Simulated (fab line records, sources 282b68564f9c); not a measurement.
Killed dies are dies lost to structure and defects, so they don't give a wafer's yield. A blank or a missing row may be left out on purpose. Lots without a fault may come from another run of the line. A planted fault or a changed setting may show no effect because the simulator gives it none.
fab line records | flow rit_cmos
record lots=14 wafers=42 last_day=8
route steps=202 shown PLDD@122 M1@202
lots that met no fault: from a run of the same line without faults
start_h: hours from the record's first day to the start of the lot's first wafer shown | wait_h: hours since the lot's step before | " the same as in the row above | L1.1+2: a row that stands for several wafers | - no value, or no start given | * or withheld: withheld | < > ~ a bound
route shown NAME@n: a module of which the file shows steps, and the number in the route of the first | usual: mean/standard deviation of fault-free wafers | same: alike in all rows | chamber/n: place in a boat | sites: the reading at each site | _std_site: their standard deviation | _edge_site: outer sites' mean less inner sites' | radius_mm: how far each site lies from the wafer's centre | mask NAME#n: copy n | behind: the tool/chamber that last shaped the wafer | hold: why the lot was held/for how many hours/how that ended | device: the transistor (n, p or np) that didn't switch | end of line: the same wafers' tests at the end of the route | a step without rows: its recipe alone | killed: dies lost to structure and defects at the first sort, not the wafer's yield | map: a wafer's dies, x killed, . not, _ none there
set.NAME: the setting as run; set.NAME@STEP: as run at that earlier step | model.NAME: the simulator's own value behind a step, which no gauge read
steps of the route over a sample of lots; a table a step, a row a wafer
services: from which hour (start_h, from the record's first day; less than 0 if before it) a tool's chamber was out of use, for how many hours, and why
## steps
# step RIT_PLDD_IMPLANT_08
# recipe species=BF2 energy_kev=20 dose_cm2=9e+14 tilt_deg=7
# usual beam_on_s=10.00/0.21 dose_ions_cm2=9.002e+14/8.8e+11 end_station_pressure_torr=7.3e-06/3.5e-07 faraday_current_uA=2821/59
# columns lot.wafer tool chamber start_h wait_h beam_on_s dose_ions_cm2 end_station_pressure_torr faraday_current_uA
L478.2 implanter-03 0 53.90 0.1 10.14 9.005e+14 7.2e-06 2779
L478.4 " 0 " " 9.69 8.993e+14 7.5e-06 2909
L478.6 " 0 " " 9.99 9.011e+14 7.2e-06 2834
L479.1 implanter-02 0 57.95 0.1 9.67 9.006e+14 7.3e-06 2906
L479.3 " 0 " " 10.07 8.997e+14 8e-06 2796
L479.4 " 0 " " 9.93 9.001e+14 7.4e-06 2839
L480.1 implanter-01 0 62.28 0.1 9.95 8.996e+14 7e-06 2839
L480.3 " 0 " " 10.03 8.994e+14 7.4e-06 2810
L480.5 " 0 " " 9.75 9.02e+14 6.9e-06 2894
L482.1 implanter-02 0 74.90 0.1 9.90 8.996e+14 6.8e-06 2847
L482.2 " 0 " " 10.19 9e+14 7.8e-06 2751
L482.5 " 0 " " 9.96 9.009e+14 7.3e-06 2829
L485.2 implanter-02 0 90.35 0.1 10.30 9.005e+14 7.2e-06 2726
L485.4 " 0 " " 9.82 8.995e+14 6.8e-06 2873
L485.6 " 0 " " 9.83 9.01e+14 6.9e-06 2867
L486.2 implanter-01 0 90.76 0.1 9.96 1.798e+14 5.5e-06 567
L486.3 " 0 " " 10.15 1.796e+14 5.3e-06 559
L486.4 " 0 " " 9.94 1.803e+14 5.4e-06 572
L487.4 implanter-01 0 96.65 0.1 10.12 1.798e+14 5.7e-06 560
L487.5 " 0 " " 9.87 1.789e+14 5.3e-06 575
L487.6 " 0 " " 10.31 1.798e+14 5.1e-06 551
L491.1 implanter-02 0 113.61 0.1 10.05 9.007e+14 7.6e-06 2810
L491.2 " 0 " " 10.14 9.003e+14 7.5e-06 2784
L491.3 " 0 " " 9.94 9.013e+14 7.7e-06 2837
L493.1 implanter-03 0 126.34 0.1 10.00 9.001e+14 7.2e-06 2829
L493.3 " 0 " " 10.00 8.999e+14 7.3e-06 2812
L493.5 " 0 " " 9.91 9.001e+14 7e-06 2843
L494.4 implanter-02 0 128.73 0.1 9.98 9.012e+14 7.5e-06 2831
L494.5 " 0 " " 10.07 9.007e+14 7.8e-06 2808
L494.6 " 0 " " 10.31 8.994e+14 7.4e-06 2744
L496.1 implanter-03 0 142.59 0.1 9.86 9.001e+14 7.6e-06 2860
L496.3 " 0 " " 9.90 8.991e+14 6.6e-06 2847
L496.5 " 0 " " 10.06 9.014e+14 7.1e-06 2793
L498.2 implanter-02 0 164.51 0.1 9.42 9.007e+14 6.7e-06 2985
L498.3 " 0 " " 9.88 9.002e+14 7.7e-06 2836
L498.5 " 0 " " 10.25 9.013e+14 7.3e-06 2742
L500.4 implanter-03 0 164.81 0.1 10.32 8.993e+14 6.7e-06 2730
L500.5 " 0 " " 10.12 9.019e+14 7.5e-06 2787
L500.6 " 0 " " 10.08 9.004e+14 7.4e-06 2799
L501.2 implanter-02 0 173.49 0.1 10.27 8.983e+14 7.6e-06 2736
L501.3 " 0 " " 10.05 8.995e+14 7.2e-06 2798
L501.4 " 0 " " 10.06 8.994e+14 6.9e-06 2813
# step RIT_PLDD_TW_MEAS_10
# usual PLDD_TW=2338/22
# columns lot.wafer tool chamber start_h wait_h PLDD_TW
L478.2 film_metro-04 - 54.21 0.1 2329
L478.4 " - " " 2340
L478.6 " - " " 2343
L479.1 film_metro-01 - 58.28 0.1 2363
L479.3 " - " " 2351
L479.4 " - " " 2362
L480.1 film_metro-02 - 62.60 0.1 2311
L480.3 " - " " 2292
L480.5 " - " " 2298
L482.1 film_metro-01 - 75.22 0.1 2366
L482.2 " - " " 2362
L482.5 " - " " 2355
L485.2 film_metro-04 - 90.66 0.1 2336
L485.4 " - " " 2341
L485.6 " - " " 2335
L486.2 film_metro-04 - 91.07 0.1 1460
L486.3 " - " " 1471
L486.4 " - " " 1471
L487.4 film_metro-01 - 96.93 0.1 1482
L487.5 " - " " 1476
L487.6 " - " " 1475
L491.1 film_metro-01 - 113.94 0.1 2349
L491.2 " - " " 2354
L491.3 " - " " 2357
L493.1 film_metro-01 - 126.67 0.1 2351
L493.3 " - " " 2363
L493.5 " - " " 2358
L494.4 film_metro-02 - 129.01 0.1 2305
L494.5 " - " " 2305
L494.6 " - " " 2312
L496.1 film_metro-04 - 142.91 0.1 2330
L496.3 " - " " 2337
L496.5 " - " " 2322
L498.2 film_metro-02 - 164.82 0.1 2315
L498.3 " - " " 2303
L498.5 " - " " 2311
L500.4 film_metro-01 - 165.09 0.1 2367
L500.5 " - " " 2355
L500.6 " - " " 2347
L501.2 film_metro-04 - 173.80 0.1 2327
L501.3 " - " " 2332
L501.4 " - " " 2325
# step RIT_SDANNEAL_RS_MEAS_06
# recipe thk_meas_gauge=four-point-probe
# usual PLDD_RS=178.8/0.48
# columns lot.wafer tool chamber start_h wait_h PLDD_RS[ohm/sq]
L478.2 film_metro-02 - 60.28 0.1 179.1
L478.4 " - " " 178.9
L478.6 " - " " 179.1
L479.1 film_metro-02 - 64.59 0.1 178.9
L479.3 " - " " 178.8
L479.4 " - " " 179.0
L480.1 film_metro-01 - 68.93 0.1 178.9
L480.3 " - " " 179.6
L480.5 " - " " 178.8
L482.1 film_metro-04 - 81.49 0.1 178.3
L482.2 " - " " 178.6
L482.5 " - " " 178.4
L485.2 film_metro-02 - 97.24 0.1 179.3
L485.4 " - " " 179.6
L485.6 " - " " 179.0
L486.2 film_metro-04 - 97.64 0.1 612.6
L486.3 " - " " 614.0
L486.4 " - " " 606.5
L487.4 film_metro-02 - 103.43 0.1 611.1
L487.5 " - " " 604.8
L487.6 " - " " 610.9
L491.1 film_metro-04 - 120.20 0.1 178.2
L491.2 " - " " 178.4
L491.3 " - " " 178.4
L493.1 film_metro-02 - 132.76 0.1 178.9
L493.3 " - " " 179.1
L493.5 " - " " 178.6
L494.4 film_metro-04 - 135.17 0.1 179.4
L494.5 " - " " 179.5
L494.6 " - " " 178.7
L496.1 film_metro-02 - 151.93 0.1 178.9
L496.3 " - " " 178.9
L496.5 " - " " 178.9
L498.2 film_metro-02 - 172.37 0.1 178.3
L498.3 " - " " 178.1
L498.5 " - " " 178.2
L500.4 film_metro-04 - 172.79 0.1 178.2
L500.5 " - " " 178.3
L500.6 " - " " 178.1
L501.2 film_metro-01 - 180.07 0.1 179.0
L501.3 " - " " 179.5
L501.4 " - " " 179.5
# step RIT_M1_PROBE_99
# usual killed_at_contacts=0.1/0.23 killed_at_front_end=6.2/2.8 killed_dies=6.3/2.7 killed_open=3.1/2 killed_short=3.2/1.8
# same gross_dies=264 killed_at_M0_to_M3=0 killed_at_M4_up=0 killed_at_back_side=0 killed_at_other=0
# columns lot.wafer tool chamber start_h wait_h killed_at_contacts killed_at_front_end killed_dies killed_open killed_short
L479.1 prober-01 - 71.94 0.1 0 2 2 1 1
L479.3 prober-01 - 72.04 0.2 0 6 6 3 3
L479.4 prober-01 - 72.09 0.2 0 5 5 2 3
L491.1 prober-02 - 127.51 0.1 0 10 10 5 5
L491.2 prober-02 - 127.56 0.1 0 4 4 2 2
L491.3 prober-02 - 127.61 0.2 0 8 8 5 3
L493.1 prober-02 - 140.07 0.1 0 6 6 0 6
L493.3 prober-02 - 140.17 0.2 0 2 2 1 1
L493.5 prober-02 - 140.27 0.2 0 10 10 7 3
L498.2 prober-01 - 179.95 0.1 0 3 3 2 1
L498.3 prober-01 - 180.00 0.2 1 3 4 2 2
L498.5 prober-01 - 180.10 0.2 0 7 7 4 3
L501.2 prober-02 - 188.00 0.1 0 7 7 3 4
L501.3 prober-02 - 188.05 0.2 0 2 2 1 1
L501.4 prober-02 - 188.10 0.2 0 5 5 3 2
# killed by level:class
L479.1 FOX2:geometric_particle:open=1 SILICIDE:geometric_particle:short=1
L479.3 REOX:geometric_particle:open=2 REOX:geometric_particle:short=1 SPACER:geometric_particle:open=1 SPACER:geometric_particle:short=1 SILICIDE:geometric_particle:short=1
L479.4 GATE:geometric_particle:short=2 REOX:geometric_particle:open=1 SPACER:geometric_particle:short=1 SPACER:geometric_particle:open=1
L491.1 GATE:geometric_particle:open=3 GATE:geometric_particle:short=2 SPACER:geometric_particle:short=2 FOX1:geometric_particle:open=1 SILICIDE:geometric_particle:short=1 SILICIDE:geometric_particle:open=1
L491.2 FOX1:geometric_particle:open=1 FOX2:geometric_particle:short=1 GATE:geometric_particle:open=1 SILICIDE:geometric_particle:short=1
L491.3 GATE:geometric_particle:open=4 SILICIDE:geometric_particle:short=2 GATE:geometric_particle:short=1 REOX:geometric_particle:open=1
L493.1 SPACER:geometric_particle:short=2 FOX1:geometric_particle:short=1 FOX2:geometric_particle:short=1 GATE:geometric_particle:short=1 REOX:geometric_particle:short=1
L493.3 GATE:geometric_particle:open=1 GATE:geometric_particle:short=1
L493.5 GATE:geometric_particle:open=4 GATE:geometric_particle:short=2 FOX1:geometric_particle:open=1 REOX:geometric_particle:short=1 REOX:geometric_particle:open=1 SILICIDE:geometric_particle:open=1
L498.2 FOX1:geometric_particle:short=1 REOX:geometric_particle:open=1 SPACER:geometric_particle:open=1
L498.3 GATE:geometric_particle:short=2 SPACER:geometric_particle:open=1 CONTACT:geometric_particle:open=1
L498.5 FOX1:geometric_particle:short=2 SPACER:geometric_particle:open=2 FOX2:geometric_particle:open=1 GATE:geometric_particle:open=1 GATE:geometric_particle:short=1
L501.2 GATE:geometric_particle:short=2 REOX:geometric_particle:open=2 ACTIVE:geometric_particle:short=1 SPACER:geometric_particle:open=1 SILICIDE:geometric_particle:short=1
L501.3 FOX2:geometric_particle:short=1 GATE:geometric_particle:open=1
L501.4 GATE:geometric_particle:short=2 FOX1:geometric_particle:open=1 FOX2:geometric_particle:open=1 SILICIDE:geometric_particle:open=1
## services
# columns tool chamber start_h hours kind
implanter-03 - 41.04 3.2 pm
implanter-03 - 59.08 37.7 repair
implanter-02 - 98.24 3.3 pm
implanter-02 - 102.77 3.7 pm
implanter-03 - 106.98 2.0 repair
implanter-02 - 134.19 20.5 pm
## key
first_sign step=RIT_PLDD_IMPLANT_08 reading=dose_ions_cm2 direction=down sigmas=99+ usual=9.002e+14 struck=1.797e+14
effect step=RIT_PLDD_IMPLANT_08 reading=faraday_current_uA direction=down sigmas=38 usual=2821 struck=564
effect step=RIT_PLDD_TW_MEAS_10 reading=PLDD_TW direction=down sigmas=40 usual=2338 struck=1472
effect step=RIT_SDANNEAL_RS_MEAS_06 reading=PLDD_RS direction=up sigmas=99+ usual=178.8 struck=610.0
met_at RIT_PLDD_IMPLANT_08
struck_lots L486,L487
tester_left_out L486,L487
onset_between 62.28 90.76
fault kind=process_parameter_drift tool=implanter-01 chamber=- onset_h=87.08 steps=RIT_PLDD_IMPLANT_08 channel=dose_cm2 offset=-7.2e+14 shape=step end_h=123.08 acts_in=these_recipes_only stated=9e+14
# tester_left_out: of these lots the tester's yield and bins aren't shown, on N5 and GAA mostly nor the transistor test; their killed dies are dies lost to structure and defects alone, not to doping, threshold or leakage, so they don't give the yield
